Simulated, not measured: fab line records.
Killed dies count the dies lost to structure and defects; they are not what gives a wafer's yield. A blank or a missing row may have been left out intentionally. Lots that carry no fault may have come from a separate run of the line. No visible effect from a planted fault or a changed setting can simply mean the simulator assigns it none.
The tool behind it: which one? + flow berkeley cmos170 + 7 lots with 21 wafers sampled at 3 steps, on a route of 331 steps

## WHAT EACH GAUGE READ, for each wafer
UCB170_V1_THK_MEAS_01.
| lot  | measured     | on            | V1_TEOS_THK (nm) |
|------|--------------|---------------|------------------|
| L202 | day 7 20:04  | film metro-04 | 1974 1984 1977   |
| L198 | day 7 20:14  | film metro-04 | 1995 2005 2046   |
| L206 | day 8 20:13  | film metro-04 | 1687 1664 1709   |
| L208 | day 9 16:31  | film metro-03 | 1991 1968 2004   |
| L211 | day 10 16:26 | film metro-02 | 1999 1990 2035   |
| L215 | day 10 22:49 | film metro-03 | 1981 2008 2023   |
| L218 | day 11 04:28 | film metro-04 | 2047 2032 2036   |

## TOOL THAT RAN EACH LOT (tool first, then ch and the chambers of the sampled wafers, then the start)
| lot  | UCB170_SILICIDE_RTA_04           | UCB170_V1_CVD_00                |
|------|----------------------------------|---------------------------------|
| L202 | rtp anneal-01 ch 0, day 7 08:11  | pecvd-03 ch 0,1,2, day 7 19:55  |
| L198 | rtp anneal-01 ch 0, day 7 08:35  | pecvd-02 ch 1,2, day 7 20:04    |
| L206 | rtp anneal-01 ch 0, day 8 08:20  | pecvd-04 ch 1,2, day 8 20:03    |
| L208 | rtp anneal-02 ch 0, day 9 05:01  | pecvd-02 ch 0,1,2, day 9 16:21  |
| L211 | rtp anneal-02 ch 0, day 9 23:05  | pecvd-03 ch 0,1, day 10 16:16   |
| L215 | rtp anneal-01 ch 0, day 10 10:41 | pecvd-02 ch 0,1,2, day 10 22:38 |
| L218 | rtp anneal-02 ch 0, day 10 17:09 | pecvd-03 ch 0,1,2, day 11 04:22 |
- UCB170_SILICIDE_RTA_04: time 15 s.
- UCB170_V1_CVD_00: deposits SiO2 from TEOS/O2, target thk 2000 nm, time 250 s.

## THE ANSWER, worked out from the rows above alone
Rule: the lots themselves supply what counts as usual. Put in order of their means at a reading, lots are off if they are a third of the lots or fewer, leave a main group of 4 or more, and stand apart from it by a gap of 3 or more times the standard deviation of the main group's means; of several such gaps the widest counts. Not used: any main group whose means are identical at the precision the tables above print for the reading. Also off: a lot with no number at a reading for which 4 or more lots have one. Where the step has rows for the other lots, those lots are counted as sound.
Off: L206, at UCB170_V1_THK_MEAS_01 (V1_TEOS_THK). For the main group the mean is 2005 nm and the standard deviation 19.
A tool fits if, at a process step before that reading, it ran every lot that is off, and no sound lot after the first of them. Gauges at UCB170_V1_THK_MEAS_01: tried the same way as those tools. One candidate fits, namely pecvd-04 at UCB170_V1_CVD_00. It ran no sound lot before its first lot that is off in this sample, so the start can't be narrowed down.

## WHAT THE SIMULATOR HAD INSERTED
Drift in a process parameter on pecvd-04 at UCB170_V1_CVD_00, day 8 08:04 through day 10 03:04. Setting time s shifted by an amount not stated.
Lots struck among those shown: L206. This agrees with what the rule above found.
